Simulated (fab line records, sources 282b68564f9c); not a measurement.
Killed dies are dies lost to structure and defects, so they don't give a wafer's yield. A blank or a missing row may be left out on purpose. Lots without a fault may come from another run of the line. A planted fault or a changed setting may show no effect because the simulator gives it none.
Which tool did it? | flow rit_cmos | 14 lots, 42 wafers sampled, at 2 steps of a route of 202

WHAT THE GAUGES READ, wafer by wafer
The record holds no reading of a measuring or inspecting step that can be judged against a usual standard deviation.

WHICH TOOL RAN EACH LOT (tool, then ch and the chambers of the sampled wafers, then the start)
lot  | RIT_CONTACT_CLEAN_13           | RIT_M1_PROBE_99
L576 | wet_bench-02 ch 2, day 3 12:34 | prober-02, day 3 17:05
L577 | wet_bench-02 ch 2, day 3 18:22 | prober-01, day 3 22:54
L579 | wet_bench-04 ch 3, day 3 22:01 | prober-01, day 4 03:53
L580 | wet_bench-02 ch 3, day 4 09:08 | prober-02, day 4 13:50
L585 | wet_bench-02 ch 3, day 5 09:34 | prober-01, day 5 14:08
L586 | wet_bench-02 ch 3, day 5 12:33 | prober-02, day 5 17:04
L588 | wet_bench-04 ch 0, day 5 21:57 | prober-02, day 6 02:19
L589 | wet_bench-04 ch 0, day 6 00:52 | prober-01, day 6 05:14
L591 | wet_bench-02 ch 3, day 6 12:40 | prober-01, day 6 17:20
L592 | wet_bench-02 ch 2, day 6 18:44 | prober-02, day 6 23:14
L593 | wet_bench-04 ch 1, day 6 19:53 | prober-01, day 7 00:44
L596 | wet_bench-03 ch 1, day 7 14:43 | prober-01, day 7 19:17
L597 | wet_bench-03 ch 1, day 7 17:13 | prober-02, day 7 21:47
L599 | wet_bench-02 ch 3, day 8 05:00 | prober-02, day 8 09:29
- RIT_CONTACT_CLEAN_13: cleans in SC1, time 600 s.
- RIT_M1_PROBE_99

WHAT THE TOOLS THEMSELVES READ (means of the sampled wafers that have a number; where no wafer has one, the mark that the record gives instead)
RIT_CONTACT_CLEAN_13.
lot  | tool         | run_length_s (s)
L576 | wet_bench-02 | 628
L577 | wet_bench-02 | 628
L579 | wet_bench-04 | 633
L580 | wet_bench-02 | 634
L585 | wet_bench-02 | 627
L586 | wet_bench-02 | 628
L588 | wet_bench-04 | 657
L589 | wet_bench-04 | 657
L591 | wet_bench-02 | 626
L592 | wet_bench-02 | 627
L593 | wet_bench-04 | 626
L596 | wet_bench-03 | 633
L597 | wet_bench-03 | 633
L599 | wet_bench-02 | 626

RIT_M1_PROBE_99.
lot  | tool      | killed_at_contacts | killed_at_front_end | killed_dies | killed_open | killed_short
L576 | prober-02 | 0.0                | 8                   | 8           | 4.3         | 4.0
L577 | prober-01 | 0.3                | 6                   | 7           | 4.0         | 2.7
L579 | prober-01 | 0.0                | 7                   | 7           | 4.0         | 3.0
L580 | prober-02 | 0.0                | 6                   | 6           | 3.0         | 2.7
L585 | prober-01 | 0.0                | 9                   | 9           | 4.0         | 5.0
L586 | prober-02 | 0.0                | 4                   | 4           | 1.7         | 2.0
L588 | prober-02 | 0.3                | 7                   | 8           | 4.3         | 3.3
L589 | prober-01 | 0.3                | 4                   | 5           | 2.0         | 2.7
L591 | prober-01 | 0.0                | 8                   | 8           | 4.3         | 3.3
L592 | prober-02 | 0.0                | 7                   | 7           | 3.0         | 4.3
L593 | prober-01 | 0.0                | 7                   | 7           | 3.3         | 4.0
L596 | prober-01 | 0.0                | 8                   | 8           | 4.0         | 4.3
L597 | prober-02 | 0.0                | 8                   | 8           | 4.0         | 3.7
L599 | prober-02 | 0.0                | 7                   | 7           | 3.3         | 3.3

THE ANSWER, worked out from the rows above alone
Rule: what is usual is taken from the lots themselves. Put in order of their means at a reading, lots are off if they are a third of the lots or fewer, leave a main group of 4 or more, and stand apart from it by a gap of 3 or more times the standard deviation of the main group's means; of several such gaps the widest counts. A main group whose means are all the same, to the digits that the tables above print for the reading, isn't used. A lot without any number at a reading at which 4 lots or more have one is off too. The other lots that the step has rows for count as sound. The gauges are gone through in route order, then the tools' own readings, and for those a lot's mean is taken as printed above. The first step at which some lot is off is used, and at that step the reading that is off furthest; a lot without a number counts as furthest.
Off: L588, L589, at RIT_CONTACT_CLEAN_13 (run_length_s). The main group: mean 629 s, standard deviation 3.
A tool fits if, at that step or a process step before it, it ran every lot that is off, and no sound lot after the first of them. None of those tried fits.

WHAT THE SIMULATOR HAD PUT IN
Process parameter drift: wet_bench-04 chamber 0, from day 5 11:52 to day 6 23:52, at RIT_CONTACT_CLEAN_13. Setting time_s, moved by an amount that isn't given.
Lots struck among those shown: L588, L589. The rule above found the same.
